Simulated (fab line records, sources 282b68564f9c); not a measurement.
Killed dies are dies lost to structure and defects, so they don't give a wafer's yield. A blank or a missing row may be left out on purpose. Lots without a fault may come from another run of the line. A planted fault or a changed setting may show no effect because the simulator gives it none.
Split-lot experiment | flow rit_cmos | 5 lots, 23 wafers read, on a route of 202 steps

THE SPLIT
At RIT_GATE_COAT_11 (resist thk 850 nm), the setting spin_rpm was moved away from the recipe's 4250 rpm on 6 of the 23 wafers read, by +3.9% to +6.0%. The other wafers ran this setting at the recipe's value.

FROM THE SPLIT TO THE READING: what the file shows between them, 2 steps
- RIT_GATE_DEVELOP_15: develop time 50 s (also split here: develop_time_s)
- RIT_GATE_HARDBAKE_18: time 60 s

THE READING
NOVOLAK_of_GATE_COAT_11.thk_nm (the simulator's own value, which no gauge read), in nm, at RIT_GATE_ETCH_19 (etches poly-Si in SF6/CHF3/O2, stops on SiO2, time 165 s, target depth 312.5 nm). The file gives no usual value for it. The 17 wafers here that ran the recipe average 671.1 nm, standard deviation 2.6 nm.

wafer  | tool, chamber at the split | spin_rpm as run, rpm | against the recipe | NOVOLAK_of_GATE_COAT_11.thk_nm, nm | against lot-mates on the recipe
L075.2 | litho_track-04, 0          | 4250                 | recipe             | 669.9                              | -
L075.3 | litho_track-04, 0          | 4250                 | recipe             | 668.6                              | -
L075.4 | litho_track-04, 0          | 4250                 | recipe             | 671.2                              | -
L075.5 | litho_track-04, 0          | 4250                 | recipe             | 670.2                              | -
L075.6 | litho_track-04, 0          | 4250                 | recipe             | 671.6                              | -
L076.1 | litho_track-03, 0          | 4503                 | +6.0%              | 649.6                              | -22.1
L076.2 | litho_track-03, 0          | 4250                 | recipe             | 674.9                              | -
L076.3 | litho_track-03, 0          | 4250                 | recipe             | 668.5                              | -
L076.4 | litho_track-03, 0          | 4503                 | +6.0%              | 645.9                              | -25.8
L076.5 | litho_track-03, 0          | 4503                 | +6.0%              | 652.2                              | -19.5
L080.1 | litho_track-03, 0          | 4250                 | recipe             | 673.7                              | -
L080.2 | litho_track-03, 0          | 4250                 | recipe             | 671.6                              | -
L080.5 | litho_track-03, 0          | 4250                 | recipe             | 675.6                              | -
L081.2 | litho_track-01, 0          | 4250                 | recipe             | 672.5                              | -
L081.3 | litho_track-01, 0          | 4417                 | +3.9%              | 654.6                              | -15.8
L081.4 | litho_track-01, 0          | 4417                 | +3.9%              | 651.6                              | -18.8
L081.5 | litho_track-01, 0          | 4250                 | recipe             | 668.2                              | -
L081.6 | litho_track-01, 0          | 4417                 | +3.9%              | 658.8                              | -11.6
L083.1 | litho_track-01, 0          | 4250                 | recipe             | 670.5                              | -
L083.3 | litho_track-01, 0          | 4250                 | recipe             | 666.9                              | -
L083.4 | litho_track-01, 0          | 4250                 | recipe             | 675.5                              | -
L083.5 | litho_track-01, 0          | 4250                 | recipe             | 671.3                              | -
L083.6 | litho_track-01, 0          | 4250                 | recipe             | 668                                | -

THE FIT
A straight line over all 23 wafers: NOVOLAK_of_GATE_COAT_11.thk_nm changes by -3.79 nm for each +1% of spin_rpm; r = -0.95; the points scatter about the line by 2.8 nm.
The same after taking each lot's own level away (the mean of its wafers on the recipe; 23 wafers): -3.81 nm for each +1%; r = -0.96; scatter 2.5 nm.
On that fit, the largest move of spin_rpm shifts the reading by 23 nm.
The lots' own levels span 670.30 to 673.63 nm, that is 1.3 times the standard deviation above.
So the lot-to-lot level changes the slope little: the two slopes agree.
Check: with one of the wafers moved furthest among these (+6.0%) left out of the fit, the line predicts -22.9 nm for it against its lot-mates. It came out at -22.1 nm against them.

OTHER SPLITS ON THESE WAFERS
These wafers also went through other splits before the reading. Each is held against what the fit with the lots' levels taken away leaves over:
other split on the same wafers       | wafers away from the commonest value | r with NOVOLAK_of_GATE_COAT_11.thk_nm (lot level and that fit taken away)
RIT_ACTIVE_CVD_03 time_s             | 15                                   | +0.03
RIT_ACTIVE_DEVELOP_10 develop_time_s | 9                                    | +0.13
RIT_ACTIVE_ETCH_13 rf_w              | 8                                    | -0.03
RIT_NWELL_SOFTBAKE_02 temp_c         | 8                                    | +0.26
RIT_NWELL_IMPLANT_08 energy_kev      | 12                                   | -0.17
RIT_PRETRO_COAT_01 spin_rpm          | 8                                    | -0.35
RIT_GATE_DEVELOP_15 develop_time_s   | 9                                    | +0.12

THE WHOLE CHAIN: every reading that the file lists as answering this split, in the file's order
step                 | what it does                                                                    | reading                                                                         | change (the file's fit)              | r (the file's)
RIT_GATE_COAT_11     | resist thk 850 nm                                                               | NOVOLAK_of_GATE_COAT_11.thk_nm (the simulator's own value, which no gauge read) | -4.08 nm for each +1% of the setting | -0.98
RIT_GATE_HARDBAKE_18 | time 60 s                                                                       | NOVOLAK_of_GATE_COAT_11.thk_nm (the simulator's own value, which no gauge read) | -3.58 nm for each +1% of the setting | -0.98
RIT_GATE_ETCH_19     | etches poly-Si in SF6/CHF3/O2, stops on SiO2, time 165 s, target depth 312.5 nm | NOVOLAK_of_GATE_COAT_11.thk_nm (the simulator's own value, which no gauge read) | -3.81 nm for each +1% of the setting | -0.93

THE FILE'S OWN FIT
NOVOLAK_of_GATE_COAT_11.thk_nm changes by -3.81 nm for each +1% of spin_rpm, r = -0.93.
